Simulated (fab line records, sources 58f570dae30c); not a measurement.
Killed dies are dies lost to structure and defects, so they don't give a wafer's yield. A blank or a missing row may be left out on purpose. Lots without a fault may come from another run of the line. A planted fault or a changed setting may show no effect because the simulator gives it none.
Tool commonality check | flow berkeley_cmos170 | 14 lots, 48 wafers sampled

WHY IT WAS OPENED
At UCB170_NLDD_TW_MEAS_11 the reading NLDD_TW is flagged on 2 of 14 lots. Wafers without a fault read 2212, standard deviation 16.
Rule: a lot is flagged when every wafer of it that has a number lies more than 4 standard deviations from that mean, or none has a number. The other lots count as sound.

lot  | measured     | on            | NLDD_TW, wafer by wafer       | flag
L113 | day 7 04:03  | film_metro-03 | 2229 2229 2226                |
L115 | day 7 18:38  | film_metro-02 | 2235 2238 2230                |
L114 | day 7 18:49  | film_metro-01 | 2177 2178 2185                |
L118 | day 8 06:49  | film_metro-02 | 2206 2217 2213                |
L120 | day 8 19:55  | film_metro-02 | 2217 2221 2212                |
L119 | day 8 20:28  | film_metro-01 | 2198 2194 2191                |
L121 | day 9 03:08  | film_metro-02 | 2102 2106 2107 2116 2118 2114 | FLAGGED
L124 | day 9 08:20  | film_metro-02 | 2223 2219 2221                |
L123 | day 9 09:05  | film_metro-01 | 2084 2085 2080 2076 2083 2078 | FLAGGED
L128 | day 10 16:18 | film_metro-03 | 2222 2230 2247                |
L130 | day 11 07:20 | film_metro-01 | 2194 2187 2192                |
L136 | day 12 19:39 | film_metro-02 | 2219 2211 2210                |
L135 | day 12 19:46 | film_metro-01 | 2200 2210 2190                |
L134 | day 12 19:52 | film_metro-03 | 2208 2228 2221                |
The numbers of the flagged lots are 2096 on average: -116 against the usual, or -7 standard deviations.

WHICH TOOL RAN EACH LOT
The record holds 1 process step before the reading, out of a route of 331 steps. In each cell: the tool, then ch and the chambers that the sampled wafers went through, then the start.
lot  | flag    | UCB170_NLDD_IMPLANT_08
L113 |         | implanter-04 ch 0, day 7 03:39
L115 |         | implanter-04 ch 0, day 7 18:17
L114 |         | implanter-01 ch 0, day 7 18:25
L118 |         | implanter-04 ch 0, day 8 06:26
L120 |         | implanter-01 ch 0, day 8 19:33
L119 |         | implanter-04 ch 0, day 8 20:04
L121 | FLAGGED | implanter-04 ch 0, day 9 02:45
L124 |         | implanter-02 ch 0, day 9 07:57
L123 | FLAGGED | implanter-04 ch 0, day 9 08:41
L128 |         | implanter-02 ch 0, day 10 15:55
L130 |         | implanter-02 ch 0, day 11 06:56
L136 |         | implanter-02 ch 0, day 12 19:17
L135 |         | implanter-01 ch 0, day 12 19:23
L134 |         | implanter-04 ch 0, day 12 19:28
What these steps do:
- UCB170_NLDD_IMPLANT_08
- UCB170_NLDD_TW_MEAS_11

FLAGGED OVER TOTAL, TOOL BY TOOL (the gauges that took the reading come last)
step                   | tool          | lots run | flagged | share of the flagged lots | sound lots run after its first flagged lot
UCB170_NLDD_IMPLANT_08 | implanter-01  | 3        | 0       | none                      | -
UCB170_NLDD_IMPLANT_08 | implanter-02  | 4        | 0       | none                      | -
UCB170_NLDD_IMPLANT_08 | implanter-04  | 7        | 2       | all                       | 1 (L134)
UCB170_NLDD_TW_MEAS_11 | film_metro-01 | 5        | 1       | some                      | 2 (L130,L135)
UCB170_NLDD_TW_MEAS_11 | film_metro-02 | 6        | 1       | some                      | 2 (L124,L136)
UCB170_NLDD_TW_MEAS_11 | film_metro-03 | 3        | 0       | none                      | -

WHAT THE TABLE ALLOWS
1 row of the table ran every flagged lot: implanter-04 at UCB170_NLDD_IMPLANT_08.
- implanter-04 at UCB170_NLDD_IMPLANT_08: 2 of its 7 lots flagged. Sound lots ran on it after the first flagged one (L134), which a lasting fault on the whole tool wouldn't allow. Its own readings lie more than 4 standard deviations out on every wafer of the flagged lots: dose_ions_cm2, faraday_current_uA.
No row of the table ran every flagged lot and no sound lot after the first.

WHAT THE SIMULATOR HAD PUT IN
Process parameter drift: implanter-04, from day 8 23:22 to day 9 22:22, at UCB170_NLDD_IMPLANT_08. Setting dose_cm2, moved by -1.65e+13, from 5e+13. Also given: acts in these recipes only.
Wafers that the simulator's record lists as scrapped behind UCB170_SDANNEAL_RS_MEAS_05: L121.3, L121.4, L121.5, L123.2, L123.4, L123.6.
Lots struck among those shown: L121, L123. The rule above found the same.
